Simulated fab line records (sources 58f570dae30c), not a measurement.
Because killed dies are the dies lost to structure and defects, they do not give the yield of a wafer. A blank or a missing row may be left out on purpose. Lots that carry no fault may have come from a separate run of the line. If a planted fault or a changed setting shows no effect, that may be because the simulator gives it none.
Which tool is to blame? :: flow berkeley cmos170 :: 21 wafers sampled from 7 lots at 1 step of a route of 331

## WHAT EACH GAUGE READ, for each wafer
UCB170_M1_CD_MEAS_09 targets a cd of 700 nm.
lot: L328
measured: day 8 13:07
on: cd sem-02
cd nm (nm): 699.1 697.7 699.6

lot: L331
measured: day 9 03:22
on: cd sem-02
cd nm (nm): 700.9 700.8 699.3

lot: L336
measured: day 9 18:13
on: cd sem-02
cd nm (nm): 699.7 698.0 699.1

lot: L341
measured: day 10 23:12
on: cd sem-02
cd nm (nm): 699.8 698.3 698.5

lot: L344
measured: day 12 03:19
on: cd sem-02
cd nm (nm): 698.8 699.7 700.6

lot: L349
measured: day 12 17:31
on: cd sem-01
cd nm (nm): 699.3 698.4 699.6

lot: L350
measured: day 13 11:53
on: cd sem-01
cd nm (nm): 701.0 699.4 700.8

## WHICH TOOL RAN EACH LOT (tool, then ch and the chambers of the sampled wafers, then the start)
Before these readings, the record contains no process step.

## THE ANSWER, worked out from the rows above alone
Rule: what is usual is taken from the lots themselves. Put in order of their means at a reading, lots are off if they are a third of the lots or fewer, leave a main group of 4 or more, and stand apart from it by a gap of 3 or more times the standard deviation of the main group's means; of several such gaps the widest counts. The tables above print the reading to a certain number of digits; a main group whose means all agree to those digits is not used. Also off: a lot with no number at a reading for which 4 or more lots have one. Any other lot the step has rows for is counted as sound.
None of the lots is off at any reading shown; this tells nothing.

## WHAT WAS PUT IN BY THE SIMULATOR
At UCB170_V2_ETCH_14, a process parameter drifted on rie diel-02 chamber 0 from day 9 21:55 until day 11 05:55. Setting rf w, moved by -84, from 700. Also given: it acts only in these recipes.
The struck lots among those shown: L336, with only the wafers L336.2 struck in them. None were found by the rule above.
